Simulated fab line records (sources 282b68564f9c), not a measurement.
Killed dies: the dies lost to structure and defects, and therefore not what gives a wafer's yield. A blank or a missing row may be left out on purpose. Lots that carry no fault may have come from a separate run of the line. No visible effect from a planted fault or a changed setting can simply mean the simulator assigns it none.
Which tool is to blame? + flow rit_cmos + 15 lots, 45 wafers sampled, at 2 steps of a route of 202

## WHAT THE GAUGES READ, wafer by wafer
RIT_ACTIVE_THK_MEAS_04.
| lot  | measured    | on            | ACTIVE_NITRIDE_THK (nm)             |
|------|-------------|---------------|-------------------------------------|
| L754 | day 1 13:52 | film_metro-04 | 150.7 152.0 152.0                   |
| L756 | day 1 23:40 | film_metro-01 | 150.2 150.0 150.2                   |
| L758 | day 2 10:14 | film_metro-03 | 154.3 152.7 152.9                   |
| L759 | day 2 16:13 | film_metro-01 | 150.5 151.0 150.3                   |
| L760 | day 2 20:37 | film_metro-03 | 149.9 150.3 150.1                   |
| L761 | day 3 03:52 | film_metro-04 | 300.4 301.9 299.4 300.7 301.8 299.7 |
| L762 | day 3 05:32 | film_metro-01 | 149.0 150.9 150.0                   |
| L765 | day 4 00:05 | film_metro-03 | 303.5 304.8 303.1 303.4 304.8 303.3 |
| L770 | day 5 01:13 | film_metro-04 | 304.0 301.4 302.0 303.8 301.3 301.9 |
| L771 | day 5 04:39 | film_metro-01 | 151.6 152.3 151.8                   |
| L772 | day 5 10:55 | film_metro-01 | 151.7 151.4 152.1                   |
| L774 | day 5 18:42 | film_metro-04 | 151.7 149.6 150.4                   |
| L775 | day 6 03:10 | film_metro-04 | 151.6 150.3 150.6                   |
| L776 | day 6 08:15 | film_metro-04 | 148.7 148.3 148.7                   |
| L777 | day 6 10:30 | film_metro-03 | 151.4 151.1 150.7                   |

## WHICH TOOL RAN EACH LOT (tool, then ch and the chambers of the sampled wafers, then the start)
| lot  | RIT_ACTIVE_CVD_03          |
|------|----------------------------|
| L754 | lpcvd-02 ch 1, day 1 12:28 |
| L756 | lpcvd-02 ch 1, day 1 22:14 |
| L758 | lpcvd-01 ch 0, day 2 08:07 |
| L759 | lpcvd-02 ch 1, day 2 14:48 |
| L760 | lpcvd-02 ch 0, day 2 19:11 |
| L761 | lpcvd-01 ch 1, day 2 23:26 |
| L762 | lpcvd-02 ch 0, day 3 04:07 |
| L765 | lpcvd-01 ch 1, day 3 20:26 |
| L770 | lpcvd-02 ch 1, day 4 20:47 |
| L771 | lpcvd-01 ch 1, day 5 03:13 |
| L772 | lpcvd-01 ch 0, day 5 09:31 |
| L774 | lpcvd-01 ch 0, day 5 17:16 |
| L775 | lpcvd-01 ch 0, day 6 01:02 |
| L776 | lpcvd-02 ch 1, day 6 06:50 |
| L777 | lpcvd-01 ch 1, day 6 09:05 |
- RIT_ACTIVE_CVD_03: deposits Si3N4 from SiH2Cl2/NH3, target thk 150 nm, time 1500 s.

## WHAT THE TOOLS THEMSELVES READ (means of the sampled wafers that have a number; where no wafer has one, the mark that the record gives instead)
RIT_ACTIVE_CVD_03.
| lot  | tool     | nh3_flow_sccm (sccm) | susceptor_temp_C (C) |
|------|----------|----------------------|----------------------|
| L754 | lpcvd-02 | 150.2                | 809.7                |
| L756 | lpcvd-02 | 149.7                | 810.3                |
| L758 | lpcvd-01 | 150.1                | 810.0                |
| L759 | lpcvd-02 | 149.7                | 810.1                |
| L760 | lpcvd-02 | 149.7                | 810.3                |
| L761 | lpcvd-01 | 150.0                | 810.3                |
| L762 | lpcvd-02 | 149.8                | 809.6                |
| L765 | lpcvd-01 | 150.1                | 809.7                |
| L770 | lpcvd-02 | 150.1                | 810.4                |
| L771 | lpcvd-01 | 149.9                | 809.9                |
| L772 | lpcvd-01 | 149.6                | 809.9                |
| L774 | lpcvd-01 | 149.7                | 810.4                |
| L775 | lpcvd-01 | 150.1                | 809.9                |
| L776 | lpcvd-02 | 150.0                | 810.0                |
| L777 | lpcvd-01 | 150.2                | 809.8                |

## THE ANSWER, worked out from the rows above alone
Rule: the lots themselves supply what counts as usual. The widest of any qualifying gaps counts: lots, ordered by their means at a reading, are off when they make up no more than a third of the lots, leave a main group of 4 or more, and stand apart from it by 3 or more times the standard deviation of that group's means. A main group whose means are all the same, to the digits that the tables above print for the reading, isn't used. Also off: a lot with no number at a reading for which 4 or more lots have one. The other lots that the step has rows for count as sound. First the gauges in route order, then the tools' own readings, where a lot's mean is used as printed above. At the first step where some lot is off, the reading lying furthest off is the one used; lots without a number count as furthest.
Off: L761, L765, L770, at RIT_ACTIVE_THK_MEAS_04 (ACTIVE_NITRIDE_THK). The main group has a mean of 150.9 nm with a standard deviation of 1.1.
If a tool, at a process step before that reading, ran all the lots that are off and no sound lot after the first of them, it fits. The gauges at RIT_ACTIVE_THK_MEAS_04 are tried like those tools. No candidate that was tried fits.

## WHAT WAS PUT IN BY THE SIMULATOR
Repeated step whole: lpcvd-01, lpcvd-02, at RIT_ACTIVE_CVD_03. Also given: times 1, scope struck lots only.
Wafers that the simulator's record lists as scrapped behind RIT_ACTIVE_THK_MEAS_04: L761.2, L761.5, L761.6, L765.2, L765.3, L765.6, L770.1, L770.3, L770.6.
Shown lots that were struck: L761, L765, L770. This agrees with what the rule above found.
